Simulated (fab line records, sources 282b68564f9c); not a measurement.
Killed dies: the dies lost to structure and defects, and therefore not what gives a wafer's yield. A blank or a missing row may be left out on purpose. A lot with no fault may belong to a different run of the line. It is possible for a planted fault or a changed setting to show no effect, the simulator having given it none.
Split-lot experiment    flow rit-cmos    on a route of 202 steps: 5 lots, 23 wafers read

ON THE SPLIT
At RIT_NSD_IMPLANT_08, the setting dose-cm2 was moved away from the recipe's 1e+15 on 7 of the 23 wafers read, by +3.5% to +7.4%. This setting was run at the recipe's value on the other wafers.

FROM THE SPLIT TO THE READING: what the file shows between them, 8 steps
- RIT_PSD_COAT_01: resist thk 1000 nm (also split here: spin-rpm)
- RIT_PSD_SOFTBAKE_02: time 60 s
- RIT_PSD_EXPOSE_03: exposes mask M10, target cd 40900 nm
- RIT_PSD_DEVELOP_05: develop time 50 s
- RIT_PSD_HARDBAKE_07: time 60 s
- RIT_SDANNEAL_CLEAN_01: cleans in dHF, time 30 s (also split here: time-s)
- RIT_SDANNEAL_CLEAN_02: cleans in SC2, time 600 s
- RIT_SDANNEAL_RTA_03: time 5 s

THE READING
At RIT_SDANNEAL_RS_MEAS_05, a four-point-probe measurement gives NSD_RS in ohm/sq. On this fab line, fault-free wafers typically give 84.43 ohm/sq with a standard deviation of 0.28 ohm/sq.

wafer   tool, chamber at the split  dose-cm2 as run  against the recipe  NSD_RS, ohm/sq  against lot-mates on the recipe
L074.1  implanter-04, 0             1e+15            recipe              84.51           -
L074.2  implanter-04, 0             1.035e+15        +3.5%               82.16           -2.02
L074.3  implanter-04, 0             1e+15            recipe              83.91           -
L074.4  implanter-04, 0             1.035e+15        +3.5%               82.02           -2.16
L074.6  implanter-04, 0             1e+15            recipe              84.12           -
L075.2  implanter-02, 0             1e+15            recipe              84.72           -
L075.3  implanter-02, 0             1e+15            recipe              84.68           -
L075.4  implanter-02, 0             1e+15            recipe              84.49           -
L075.5  implanter-02, 0             1.059e+15        +5.9%               81.08           -3.55
L075.6  implanter-02, 0             1.059e+15        +5.9%               80.90           -3.73
L080.1  implanter-01, 0             1e+15            recipe              84.39           -
L080.2  implanter-01, 0             1e+15            recipe              84.31           -
L080.5  implanter-01, 0             1e+15            recipe              84.44           -
L081.1  implanter-04, 0             1e+15            recipe              84.86           -
L081.2  implanter-04, 0             1.074e+15        +7.4%               79.69           -4.91
L081.3  implanter-04, 0             1.074e+15        +7.4%               80.06           -4.54
L081.4  implanter-04, 0             1.074e+15        +7.4%               79.93           -4.67
L081.6  implanter-04, 0             1e+15            recipe              84.35           -
L082.2  implanter-04, 0             1e+15            recipe              84.40           -
L082.3  implanter-04, 0             1e+15            recipe              84.59           -
L082.4  implanter-04, 0             1e+15            recipe              84.29           -
L082.5  implanter-04, 0             1e+15            recipe              84.63           -
L082.6  implanter-04, 0             1e+15            recipe              84.53           -

FIT RESULTS
A straight line over all 23 wafers: NSD_RS changes by -0.612 ohm/sq for each +1% of dose-cm2; r = -0.99; the points scatter about the line by 0.22 ohm/sq.
The same after taking each lot's own level away (the mean of its wafers on the recipe; 23 wafers): -0.629 ohm/sq for each +1%; r = -1.00; scatter 0.17 ohm/sq.
On that fit, the largest move of dose-cm2 shifts the reading by 4.7 ohm/sq.
From 84.180 to 84.630 ohm/sq: that is the span of the lots' own levels, equal to 1.6 times the standard deviation above.
Hence the lot-to-lot level has little effect on the slope; both slopes agree.
Check: for one of the wafers moved furthest among these (+7.4%), held out of the fit, the line's prediction against its lot-mates is -4.57 ohm/sq. Against them it came out at -4.91 ohm/sq.

OTHER SPLITS APPLIED TO THESE WAFERS
These wafers also went through other splits before the reading. Each is held against what the fit with the lots' levels taken away leaves over:
other split on the same wafers  wafers away from the commonest value  r with NSD_RS (lot level and that fit taken away)
RIT_SPACER_CVD_03 time-s        15                                    +0.13
RIT_PSD_COAT_01 spin-rpm        9                                     -0.07
RIT_SDANNEAL_CLEAN_01 time-s    18                                    -0.11

THE FILE'S OWN FIT
NSD_RS changes by -0.625 ohm/sq for each +1% of dose-cm2, r = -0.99.
